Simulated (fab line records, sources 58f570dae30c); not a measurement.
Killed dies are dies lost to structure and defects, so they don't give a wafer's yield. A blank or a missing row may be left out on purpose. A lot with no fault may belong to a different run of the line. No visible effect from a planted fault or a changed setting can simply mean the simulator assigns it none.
Problem report, 8D (eight disciplines) form, completed by code    flow berkeley cmos170    the parts of the form that need people (team, actions taken, sign-off) are left out

== 1. WHAT IS WRONG ==
Mean V1_TEOS_THK at UCB170_V1_THK_MEAS_01: 1411 nm over 3 wafers in 3 lots; fault-free wafers: 1997 nm, standard deviation 23. Measured from the usual mean, that is -25 standard deviations.
First seen on wafer L238.5, day 11 12:01, on film metro-01. Wafers with a number at this step in the record: 44, from 15 lots. Rule for "out" (also "out of limits"): further than 4 standard deviations from the usual mean. The other wafers with a number count as sound.

== 2. WHAT IT IS; WHAT IT IS NOT ==
question                     is                                           is not
which readings at this step  V1_TEOS_THK                                  -
which lots                   L238, L243, L244                             L229, L231, L234, L236, L237, L241, L245, L246, L247, L248, L249, L251
which wafers of those lots   L238.5, L243.5, L244.1                       L238.4, L243.2, L243.3, L244.2, L244.3
read on which gauges         film metro-01, film metro-03, film metro-04  -
when                         from day 11 12:01                            up to then (19 sound wafers); but 22 sound wafers of L243, L244, L245, L246, L247, L248, L249, L251 came after

== 3. SUSPECTS, AND WHAT RULES EACH OUT ==
Counting: a tool at a process step up to the reading stays a suspect if it ran every lot that is out. Sound lots after the first of them don't rule it out here, since some wafers of a struck lot are sound.
- ruled out: the gauge at UCB170_V1_THK_MEAS_01. Those wafers that are out were read across 3 gauges (film metro-01, film metro-03, film metro-04).
- rtp anneal-01 at UCB170_SILICIDE_RTA_04 (time 15 s): kept. It processed each lot that is out (first: L238, day 10 23:03); up to then, its last sound lot is L237 (day 10 21:48).
- pecvd-01 at UCB170_V1_CVD_00 (deposits SiO2 from TEOS/O2, target thk 2000 nm, time 250 s): kept. It processed each lot that is out (first: L238, day 11 11:54); up to then, its last sound lot is L236 (day 10 17:02).
- Within pecvd-01 at UCB170_V1_CVD_00: the wafers that are out ran in chamber 2; their sound lot-mates ran in chambers 0, 1.
Remaining after the count are rtp anneal-01 at UCB170_SILICIDE_RTA_04 and pecvd-01 at UCB170_V1_CVD_00.

== 4. THE CAUSE (what the simulator had put in) ==
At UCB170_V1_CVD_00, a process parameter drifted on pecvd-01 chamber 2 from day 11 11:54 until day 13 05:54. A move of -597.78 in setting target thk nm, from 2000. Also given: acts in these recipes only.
Of the 2 suspects that counting leaves, this tool is one.

== 5. SEQUENCE OF EFFECTS, ordered by route ==
Each row: a reading where the mean over the struck wafers with a number is more than 3 standard deviations away from the usual. Readings are gone through only where the record gives a usual standard deviation; hours: the median, over the lots, of the time from a lot's start at the first step in this table giving one to that lot's start at this step; sigmas: the change measured in usual standard deviations.
hours  step                   reading      usual    on struck wafers  change  sigmas
0      UCB170_V1_THK_MEAS_01  V1_TEOS_THK  1997 nm  1411              -586    -25

== 6. HOW IT WOULD HAVE BEEN CAUGHT EARLIER ==
0 hours passed between the start of the fault at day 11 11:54 and the first reading out of limits at a measuring or inspecting step in this record, taken at day 11 12:01.
No tool reading at UCB170_V1_CVD_00 that has a usual standard deviation in the record was out on any struck wafer, so an alarm limit of 4 standard deviations on those readings would not have fired.
Of the lots that are out (3), L244 began UCB170_V1_CVD_00 on pecvd-01 after day 11 12:01. Had the tool been put on hold then, it would have been spared.
